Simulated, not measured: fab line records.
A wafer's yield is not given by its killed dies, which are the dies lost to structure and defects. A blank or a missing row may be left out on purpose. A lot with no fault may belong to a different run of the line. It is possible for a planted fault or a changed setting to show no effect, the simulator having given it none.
Problem report in the 8D (eight disciplines) form, filled by code | flow berkeleyCmos170 | the parts of the form that need people (team, actions taken, sign-off) are left out

1. THE PROBLEM
Wafers without a fault read 0.849 a.u., standard deviation 0.01; oesProductAu at UCB170_M3_METAL_ETCH_18 reads a mean of 0.375 a.u. on 6 wafers belonging to 2 lots. That is -47 standard deviations from the usual mean.
The step: etches Al in Cl2/BCl3, stops on SiO2, target depth 1170 nm, time 195 s.
First observed at day 9 07:08: wafer L842.1, on rieMetal-02. The record has a number at this step for 42 wafers belonging to 14 lots. By rule, "out" or "out of limits" means more than 4 standard deviations away from the usual mean. The other wafers with a number count as sound.

2. WHAT IT IS, WHAT IT ISN'T
question                    | is                       | is not
which readings at this step | oesProductAu             | bcl3FlowSccm, biasW, drypumpMotorCurrentA
which lots                  | L842, L846               | L840, L841, L843, L845, L847, L853, L854, L855, L856, L858, L859, L862
which wafers of those lots  | all that have a number   | -
read on which tools         | rieMetal-02, rieMetal-03 | rieMetal-01
when                        | from day 9 07:08         | up to then (9 sound wafers); but 27 sound wafers of L845, L847, L853, L854, L855, L856, L858, L859, L862 came after

3. THE SUSPECTS, EACH WITH WHAT RULES IT OUT
Counting: a tool stays on the suspect list if, at a process step up to the reading, it processed all lots that are out and no sound lot following the first of them.
- rieDiel-03 at UCB170_M3_ETCH_17 (etches BARC in N2/H2): ruled out as a lasting fault. The sound lots L855, L853, L854, L859, L862 went through it after L842, its earliest lot that is out (day 9 07:06).
Left after counting: nothing in the record.

4. THE CAUSE (what the simulator had put in)
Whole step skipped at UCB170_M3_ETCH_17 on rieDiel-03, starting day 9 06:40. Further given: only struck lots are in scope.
Counting ruled it out, wrongly: the rule takes a fault to strike every lot that its tool runs from its start on, and this one did not.

5. THE EFFECT CHAIN, in route order
Rows list readings where the struck wafers' mean (over those with a number) sits beyond 3 standard deviations from the usual. Scope: only readings with a usual standard deviation given in the record; hours: median across lots of the time from each lot's start at the first step in this table that gives one to its start at this step; sigmas: change in usual standard deviations.
hours | step                    | reading      | usual      | on struck wafers | change | sigmas
0     | UCB170_M3_METAL_ETCH_18 | oesProductAu | 0.849 a.u. | 0.375            | -0.474 | -47
It contains these process steps:
- UCB170_M3_METAL_ETCH_18: etches Al in Cl2/BCl3, stops on SiO2, target depth 1170 nm, time 195 s.
Readings that are blank on the struck wafers while sound wafers have them: biasW at UCB170_M3_ETCH_17; chamberPressureMTorr at UCB170_M3_ETCH_17; drypumpMotorCurrentA at UCB170_M3_ETCH_17; oesProductAu at UCB170_M3_ETCH_17; throttleValvePct at UCB170_M3_ETCH_17; cdNm at UCB170_M3_CD_MEAS_90.

6. WHAT WOULD HAVE CAUGHT IT SOONER
The fault began at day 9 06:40; the first out-of-limits reading in this record came at day 9 07:08, 0 hours later.
At UCB170_M3_ETCH_17 the tool's readings are blank on the struck wafers, where sound wafers have them: an empty tool record is the first sign, and it was there at once.
